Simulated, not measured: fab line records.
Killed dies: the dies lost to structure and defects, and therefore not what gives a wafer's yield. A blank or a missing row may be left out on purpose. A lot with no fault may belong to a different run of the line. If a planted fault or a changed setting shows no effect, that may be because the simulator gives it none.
Which tool is to blame?    flow berkeley cmos170    21 wafers from 7 lots sampled at 2 of the route's 331 steps

WHAT EACH GAUGE READ, for each wafer
UCB170_NWELL_TW_MEAS_16.
lot   measured     on             NWELL_TW
L612  day 2 14:21  film metro-04  1262 1252 1259
L614  day 2 22:41  film metro-01  1241 1239 1241
L617  day 3 12:55  film metro-03  1566 1568 1554 1554 1560 1552
L621  day 4 14:38  film metro-03  1242 1245 1237
L626  day 5 17:47  film metro-03  1248 1248 1245
L630  day 6 11:44  film metro-03  1253 1245 1257
L634  day 7 02:06  film metro-01  1242 1247 1249

WHICH TOOL RAN EACH LOT (tool, then ch and the chambers of the sampled wafers, then the start)
lot   UCB170_NWELL_IMPLANT_14
L612  implanter-02 ch 0, day 2 14:06
L614  implanter-01 ch 0, day 2 22:26
L617  implanter-02 ch 0, day 3 12:22
L621  implanter-03 ch 0, day 4 14:23
L626  implanter-03 ch 0, day 5 17:34
L630  implanter-03 ch 0, day 6 11:29
L634  implanter-02 ch 0, day 7 01:51
- UCB170_NWELL_IMPLANT_14

THE ANSWER, worked out from the rows above alone
Rule: the usual values come from the lots themselves. The widest of any qualifying gaps counts: lots, ordered by their means at a reading, are off when they make up no more than a third of the lots, leave a main group of 4 or more, and stand apart from it by 3 or more times the standard deviation of that group's means. A main group is skipped when, at the precision printed for the reading in the tables above, its means are all equal. Also off: a lot with no number at a reading for which 4 or more lots have one. Where the step has rows for the other lots, those lots are counted as sound.
Off: at UCB170_NWELL_TW_MEAS_16 (NWELL_TW), L617. The main group: mean 1247, standard deviation 6.
If a tool, at a process step before that reading, ran all the lots that are off and no sound lot after the first of them, it fits. The gauges at UCB170_NWELL_TW_MEAS_16 are tried like those tools. Of those tried, none fits.

WHAT THE SIMULATOR HAD INSERTED
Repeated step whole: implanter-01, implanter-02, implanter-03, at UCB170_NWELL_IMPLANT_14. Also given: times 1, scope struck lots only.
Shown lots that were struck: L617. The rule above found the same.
